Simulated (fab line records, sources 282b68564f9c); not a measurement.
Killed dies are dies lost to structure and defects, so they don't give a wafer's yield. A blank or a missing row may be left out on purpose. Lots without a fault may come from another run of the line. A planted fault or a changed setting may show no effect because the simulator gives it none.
fab line records | flow rit_cmos
record lots=7 wafers=21 last_day=7
route steps=202 shown PLDD@122 SPACER@125 NSD@131
lots that met no fault: from a run of the same line without faults
start_h: hours from the record's first day to the start of the lot's first wafer shown | wait_h: hours since the lot's step before | " the same as in the row above | L1.1+2: a row that stands for several wafers | - no value, or no start given | * or withheld: withheld | < > ~ a bound
route shown NAME@n: a module of which the file shows steps, and the number in the route of the first | usual: mean/standard deviation of fault-free wafers | same: alike in all rows | chamber/n: place in a boat | sites: the reading at each site | _std_site: their standard deviation | _edge_site: outer sites' mean less inner sites' | radius_mm: how far each site lies from the wafer's centre | mask NAME#n: copy n | behind: the tool/chamber that last shaped the wafer | hold: why the lot was held/for how many hours/how that ended | device: the transistor (n, p or np) that didn't switch | end of line: the same wafers' tests at the end of the route | a step without rows: its recipe alone | killed: dies lost to structure and defects at the first sort, not the wafer's yield | map: a wafer's dies, x killed, . not, _ none there
set.NAME: the setting as run; set.NAME@STEP: as run at that earlier step | model.NAME: the simulator's own value behind a step, which no gauge read
lots at some steps of the route; a table a step, a row a wafer
services: from which hour (start_h, from the record's first day; less than 0 if before it) a tool's chamber was out of use, for how many hours, and why
## steps
# step RIT_PLDD_IMPLANT_08
# recipe species=BF2 energy_kev=20 dose_cm2=9e+14 tilt_deg=7
# step RIT_PLDD_STRIP_09
# recipe chemistry=O2 time_s=180 resist=NOVOLAK platen_temp_c=withheld power_w=500 pressure_mtorr=4000 o2_flow_sccm=4000
# usual drypump_motor_current_A=5.72/0.29
# columns lot.wafer tool chamber start_h wait_h drypump_motor_current_A rf_hours_counter_h
L833.1 plasma_asher-04 0 108.36 0.1 5.23 47
L833.3 " 0 " " 5.21 -
L833.4 " 1 " " 5.79 -
L834.2 plasma_asher-01 1 113.95 0.1 6.08 45
L834.4 " 1 " " 6.06 -
L834.6 " 1 " " 6.07 -
L835.1 plasma_asher-01 1 118.51 0.1 6.07 46
L835.4 " 0 " " 5.72 -
L835.6 " 0 " " 5.71 -
L836.2 plasma_asher-04 1 118.95 0.1 5.77 49
L836.4 " 0 " " 5.21 -
L836.6 " 1 " " 5.80 -
L840.1 plasma_asher-02 1 143.01 0.1 6.01 36
L840.5 " 0 " " 5.79 -
L840.6 " 1 " " 6.02 -
L841.2 plasma_asher-04 0 143.08 0.1 5.26 51
L841.4 " 0 " " 5.22 -
L841.5 " 1 " " 5.80 -
L845.1 plasma_asher-04 1 164.95 0.1 5.82 54
L845.4 " 0 " " 5.24 -
L845.5 " 0 " " 5.23 -
# step RIT_PLDD_TW_MEAS_10
# usual PLDD_TW=2344/13
# columns lot.wafer tool chamber start_h wait_h PLDD_TW
L833.1 film_metro-03 - 108.54 0.1 2327
L833.3 " - " " 2347
L833.4 " - " " 2328
L834.2 film_metro-03 - 114.13 0.1 2335
L834.4 " - " " 2345
L834.6 " - " " 2343
L835.1 film_metro-03 - 118.69 0.1 2347
L835.4 " - " " 2335
L835.6 " - " " 2332
L836.2 film_metro-01 - 119.13 0.1 2334
L836.4 " - " " 2326
L836.6 " - " " 2337
L840.1 film_metro-01 - 143.19 0.1 2335
L840.5 " - " " 2330
L840.6 " - " " 2324
L841.2 film_metro-02 - 143.27 0.1 2361
L841.4 " - " " 2349
L841.5 " - " " 2348
L845.1 film_metro-02 - 165.12 0.1 2359
L845.4 " - " " 2357
L845.5 " - " " 2348
# step RIT_SPACER_CLEAN_00
# recipe chemistry=SC1 mix=3:3:50 time_s=600 temp_c=75
# step RIT_SPACER_CLEAN_01
# recipe chemistry=dHF dilution=50:1 time_s=30
# step RIT_SPACER_CLEAN_02
# recipe chemistry=SC2 mix=3:3:50 time_s=600 temp_c=75 dry=n2_spin
# step RIT_SPACER_CVD_03
# recipe material=Si3N4 target_thk_nm=250 temp_c=810 precursor=SiH2Cl2/NH3 time_s=3300 pressure_mtorr=300 sih2cl2_flow_sccm=60 nh3_flow_sccm=150
# step RIT_SPACER_THK_MEAS_04
# recipe reads=Si3N4_of_SPACER_CVD_03
# usual SPACER_NITRIDE_THK=249.3/2.9
# columns lot.wafer tool chamber start_h wait_h SPACER_NITRIDE_THK[nm]
L833.1 film_metro-01 - 110.98 0.0 250.8
L833.3 " - " " 250.5
L833.4 " - " " 250.2
L834.2 film_metro-01 - 116.49 0.0 251.5
L834.4 " - " " 251.3
L834.6 " - " " 250.5
L835.1 film_metro-04 - 121.03 0.0 243.9
L835.4 " - " " 247.0
L835.6 " - " " 245.8
L836.2 film_metro-04 - 122.50 0.0 247.9
L836.4 " - " " 245.8
L836.6 " - " " 246.9
L840.1 film_metro-02 - 145.61 0.0 251.9
L840.5 " - " " 254.4
L840.6 " - " " 249.5
L841.2 film_metro-04 - 147.12 0.0 248.0
L841.4 " - " " 247.9
L841.5 " - " " 243.5
L845.1 film_metro-04 - 168.44 0.0 245.9
L845.4 " - " " 246.1
L845.5 " - " " 242.0
# step RIT_SPACER_ETCHBACK_05
# recipe target_depth_a=2500 SF6_flow_sccm=30 CHF3_flow_sccm=30 target=Si3N4 chemistry=SF6/CHF3 pressure_mtorr=40 rf_w=250 time_s=240 stop_on=SiO2
# usual CHF3_flow_sccm=30.00/0.092 drypump_motor_current_A=5.6/0.41 oes_product_au=0.849/0.014 throttle_valve_pct=10.19/0.15
# columns lot.wafer tool chamber start_h wait_h CHF3_flow_sccm drypump_motor_current_A oes_product_au rf_hours_counter_h throttle_valve_pct
L833.1 rie_diel-03 3 111.04 0.1 30.05 4.8 0.850 32 10.39
L833.3 " 1 " " 29.83 5.5 0.857 116 10.26
L833.4 " 1 " " 30.06 5.5 0.858 - 10.26
L834.2 rie_diel-04 0 116.54 0.0 29.97 5.7 0.832 47 10.17
L834.4 " 1 " " 30.14 5.3 0.861 8 9.93
L834.6 " 3 " " 29.89 6.0 0.841 - 9.99
L835.1 rie_diel-01 3 121.09 0.1 30.06 6.0 0.859 74 10.31
L835.4 " 1 " " 30.20 5.1 0.855 5 10.38
L835.6 " 3 " " 29.86 6.0 0.863 - 10.32
L836.2 rie_diel-04 1 122.55 0.0 29.97 5.3 0.863 8 9.92
L836.4 " 2 " " 29.85 5.6 0.850 106 10.30
L836.6 " 1 " " 29.91 5.3 0.848 - 9.91
L840.1 rie_diel-01 1 145.67 0.1 30.02 5.1 0.857 6 10.37
L840.5 " 3 " " 29.91 6.1 0.885 - 10.33
L840.6 " 0 " " 29.91 5.8 0.855 - 10.27
L841.2 rie_diel-03 1 147.17 0.0 30.10 5.6 0.841 117 10.26
L841.4 " 2 " " 29.88 5.7 0.842 4 10.29
L841.5 " 2 " " 29.84 5.7 0.833 - 10.29
L845.1 rie_diel-01 2 168.50 0.1 29.98 4.8 0.853 2 10.18
L845.4 " 1 " " 30.09 5.1 0.853 6 10.36
L845.5 " 1 " " 29.93 5.1 0.842 - 10.34
# step RIT_NSD_HMDS_00
# recipe prime_time_s=60 prime_temp_c=140
# step RIT_NSD_COAT_01
# recipe resist=NOVOLAK spin_rpm=3250 resist_thk_nm=1000
# step RIT_NSD_SOFTBAKE_02
# recipe resist=NOVOLAK temp_c=90 time_s=60
# step RIT_NSD_EXPOSE_03
# recipe mask_id=M9 na=0.57 target_cd_nm=40700 dose_mj=250
# usual exposure_dose_mJ_cm2=250.02/0.26 focus_offset_nm=-0.1/0.59
# columns lot.wafer tool chamber start_h wait_h mask exposure_dose_mJ_cm2 focus_offset_nm
L833.1 iline_stepper-02 - 111.64 0.1 M9#0 - -
L833.3 " - " " M9#0 - -
L833.4 " - " " M9#0 - -
L834.2 iline_stepper-01 - 117.33 0.2 M9#0 - -
L834.4 " - " " M9#0 - -
L834.6 " - " " M9#0 - -
L835.1 iline_stepper-01 - 121.69 0.1 M9#0 - -
L835.4 " - " " M9#0 - -
L835.6 " - " " M9#0 - -
L836.2 iline_stepper-01 0 123.17 0.1 M9#0 250.18 -1.0
L836.4 " 0 " " M9#0 249.99 -0.8
L836.6 " 0 " " M9#0 250.06 -1.0
L840.1 iline_stepper-02 0 146.40 0.2 M9#0 250.33 0.0
L840.5 " 0 " " M9#0 250.28 -0.5
L840.6 " 0 " " M9#0 250.18 0.0
L841.2 iline_stepper-02 0 147.79 0.1 M9#0 249.58 -0.3
L841.4 " 0 " " M9#0 249.34 0.0
L841.5 " 0 " " M9#0 249.49 -0.1
L845.1 iline_stepper-01 0 169.22 0.2 M9#0 249.88 0.5
L845.4 " 0 " " M9#0 250.21 0.5
L845.5 " 0 " " M9#0 250.30 0.2
# step RIT_NSD_PEB_04
# recipe resist=NOVOLAK temp_c=withheld time_s=withheld
## services
# columns tool chamber start_h hours kind
plasma_asher-04 - 94.35 2.1 repair
plasma_asher-04 - 100.74 0.8 repair
rie_diel-03 0 101.25 13.4 repair
rie_diel-01 3 115.03 3.0 repair
iline_stepper-02 - 137.05 6.8 repair
iline_stepper-01 - 143.87 1.7 pm
iline_stepper-01 0 163.95 - calibration
## key
first_sign step=RIT_NSD_EXPOSE_03 reading=tool_record direction=missing
effect none on later readings
met_at RIT_NSD_EXPOSE_03
struck_wafers L833.1,L833.3,L833.4,L834.2,L834.4,L834.6,L835.1,L835.4,L835.6
sort_left_out L833.1,L833.3,L833.4,L834.2,L834.4,L834.6,L835.1,L835.4,L835.6
tester_left_out L833,L834,L835
fault kind=skipped_step_whole tool=iline_stepper-01,iline_stepper-02 chamber=- onset_h=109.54 steps=RIT_NSD_EXPOSE_03 scope=struck_lots_only
# tester_left_out: of these lots the tester's yield and bins aren't shown, on N5 and GAA mostly nor the transistor test; their killed dies are dies lost to structure and defects alone, not to doping, threshold or leakage, so they don't give the yield
# sort_left_out: the simulated sort isn't trusted on such a fault, so these wafers' sort isn't shown, and their yield isn't known
